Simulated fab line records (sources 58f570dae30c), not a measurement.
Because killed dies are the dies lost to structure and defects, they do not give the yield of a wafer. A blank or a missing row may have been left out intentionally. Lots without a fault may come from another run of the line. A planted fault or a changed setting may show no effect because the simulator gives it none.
Which tool did it?	flow berkeleyCmos170	14 lots with 42 wafers sampled at 4 steps, on a route of 331 steps

== WHAT EACH GAUGE READ, for each wafer ==
UCB170_CONTACT_THK_MEAS_02. Usual: CONTACT_PSG_THK typically reads 701 nm, with standard deviation 7.4.
lot	measured	on	CONTACT_PSG_THK (nm)	flag
L856	day 8 05:07	filmMetro-01	701 704 702	
L857	day 8 05:20	filmMetro-04	691 695 692	
L859	day 8 12:28	filmMetro-01	712 714 718	
L858	day 8 13:23	filmMetro-02	701 699 702	
L863	day 9 08:35	filmMetro-04	696 697 688	
L861	day 9 08:35	filmMetro-02	702 700 702	
L872	day 11 05:01	filmMetro-04	693 696 693	
L871	day 11 05:02	filmMetro-02	711 712 712	
L870	day 11 06:48	filmMetro-04	707 702 702	
L874	day 11 18:39	filmMetro-04	692 697 692	
L873	day 11 18:59	filmMetro-04	705 701 702	
L879	day 12 11:13	filmMetro-01	691 694 696	
L876	day 12 12:03	filmMetro-04	692 696 690	
L878	day 13 01:59	filmMetro-02	707 700 700	

UCB170_CONTACT_CD_MEAS_15 targets a cd of 700 nm. Usual: 699.8 nm for cdNm, sd 1.4.
lot	measured	on	cdNm (nm)	flag
L856	day 8 07:01	cdSem-01	702.0 702.4 700.7	
L857	day 8 07:48	cdSem-02	697.1 697.7 696.8	
L859	day 8 15:20	cdSem-02	697.1 697.5 698.0	
L858	day 8 16:11	cdSem-02	699.9 700.4 701.4	
L863	day 9 10:47	cdSem-02	700.4 699.4 700.0	
L861	day 9 10:27	cdSem-02	698.2 698.9 699.2	
L872	day 11 07:08	cdSem-02	698.7 699.2 699.7	
L871	day 11 06:46	cdSem-01	698.7 700.1 700.6	
L870	day 11 08:42	cdSem-01	698.9 699.3 697.2	
L874	day 11 21:07	cdSem-02	702.1 701.9 701.1	
L873	day 11 21:16	cdSem-01	699.1 699.2 697.5	
L879	day 12 13:41	cdSem-02	700.1 699.9 701.2	
L876	day 12 14:32	cdSem-02	698.3 698.8 698.2	
L878	day 13 03:55	cdSem-02	700.5 700.0 698.9	

UCB170_V1_BOW_MEAS_03. Usual: V1_BOW typically reads 19 um, with standard deviation 7.3.
lot	measured	on	V1_BOW (um)	flag
L856	day 8 11:53	filmMetro-03	9 16 18	
L857	day 8 13:13	filmMetro-04	15 38 13	
L859	day 8 19:43	filmMetro-02	20 10 0	
L858	day 8 21:02	filmMetro-03	20 23 12	
L863	day 9 16:26	filmMetro-02	27 20 24	
L861	day 9 16:27	filmMetro-03	13 19 25	
L872	day 11 12:25	filmMetro-03	20 27 32	
L871	day 11 11:06	filmMetro-03	11 27 13	
L870	day 11 13:45	filmMetro-04	19 32 20	
L874	day 12 02:36	filmMetro-02	21 21 11	
L873	day 12 03:53	filmMetro-02	20 21 20	
L879	day 12 18:10	filmMetro-04	32 17 15	
L876	day 12 19:48	filmMetro-03	27 22 24	
L878	day 13 08:08	filmMetro-04	29 12 22	

== EACH LOT AND THE TOOL THAT RAN IT (in order: tool; ch and the chambers of the sampled wafers; start) ==
lot	UCB170_M1_METAL_ETCH_12
L856	rieMetal-01 ch 0,1, day 8 09:41
L857	rieMetal-02 ch 0,1, day 8 10:16
L859	rieMetal-02 ch 0,1, day 8 17:30
L858	rieMetal-04 ch 0,1, day 8 18:28
L863	rieMetal-02 ch 0,1, day 9 13:43
L861	rieMetal-01 ch 0,1, day 9 13:27
L872	rieMetal-04 ch 1, day 11 09:07
L871	rieMetal-01 ch 0,1, day 11 08:54
L870	rieMetal-01 ch 0,1, day 11 10:41
L874	rieMetal-04 ch 0,1, day 12 00:24
L873	rieMetal-02 ch 0,1, day 12 00:29
L879	rieMetal-04 ch 0,1, day 12 15:58
L876	rieMetal-02 ch 0,1, day 12 16:42
L878	rieMetal-04 ch 0,1, day 13 05:56
- UCB170_M1_METAL_ETCH_12: etches Al in Cl2/BCl3, stops on PSG, target depth 780 nm, time 130 s.

== WHAT THE TOOLS THEMSELVES READ (means of the sampled wafers that have a number; where no wafer has one, the mark that the record gives instead) ==
UCB170_M1_METAL_ETCH_12. Usual: drypumpMotorCurrentA 5.7 A, standard deviation 0.52; oesProductAu 0.846 a.u., standard deviation 0.01; runLengthS 158.4 s, standard deviation 0.37; throttleValvePct 24.37 %, standard deviation 0.19.
lot	tool	drypumpMotorCurrentA (A)	oesProductAu (a.u.)	runLengthS (s)	throttleValvePct (%)	flag
L856	rieMetal-01	5.2	0.855	158.5	24.22	
L857	rieMetal-02	5.7	0.853	158.5	24.50	
L859	rieMetal-02	6.1	0.842	158.4	24.39	
L858	rieMetal-04	6.0	0.859	158.1	24.41	
L863	rieMetal-02	5.7	0.848	158.5	24.49	
L861	rieMetal-01	5.1	0.842	158.4	24.33	
L872	rieMetal-04	6.0	0.851	158.1	24.34	
L871	rieMetal-01	5.2	0.908	149.3	24.29	OFF
L870	rieMetal-01	5.2	0.917	149.4	24.28	OFF
L874	rieMetal-04	6.1	0.854	157.8	24.51	
L873	rieMetal-02	5.7	0.843	158.8	24.49	
L879	rieMetal-04	6.1	0.846	158.0	24.51	
L876	rieMetal-02	5.7	0.839	158.5	24.50	
L878	rieMetal-04	6.0	0.857	157.9	24.42	

== THE ANSWER, worked out from the rows above alone ==
Rule: a lot is off if the mean of its wafers that have a number lies more than 3 standard deviations from the usual mean. A lot without any number at a reading at which 4 lots or more have one is off too. Any other lot the step has rows for is counted as sound. The gauges are gone through in route order, then the tools' own readings, and for those a lot's mean is taken as printed above. The first step at which some lot is off is used, and at that step the reading that is off furthest; a lot without a number counts as furthest.
Off, at UCB170_M1_METAL_ETCH_12 on runLengthS: L871, L870.
If a tool, at that step or one of the process steps before it, ran each lot that is off and ran no sound lot following the first of them, it fits. One fits: rieMetal-01 at UCB170_M1_METAL_ETCH_12. A fault onset in the window from L861 (day 9 13:27, its last sound lot) to L871 (day 11 08:54, its first lot off) fits.
The tool's own readings at UCB170_M1_METAL_ETCH_12 bear it out: on the lots that are off they differ by more than 5 times the standard deviation of the sound lots' means. oesProductAu reads 0.913 a.u. there against 0.849 a.u. on the sound lots; runLengthS reads 149.4 s there against 158.3 s on the sound lots.

== WHAT THE SIMULATOR HAD PUT IN ==
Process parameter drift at UCB170_M1_METAL_ETCH_12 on rieMetal-01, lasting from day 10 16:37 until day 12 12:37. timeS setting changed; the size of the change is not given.
Lots struck among those shown: L871, L870. The rule given above showed the same thing.
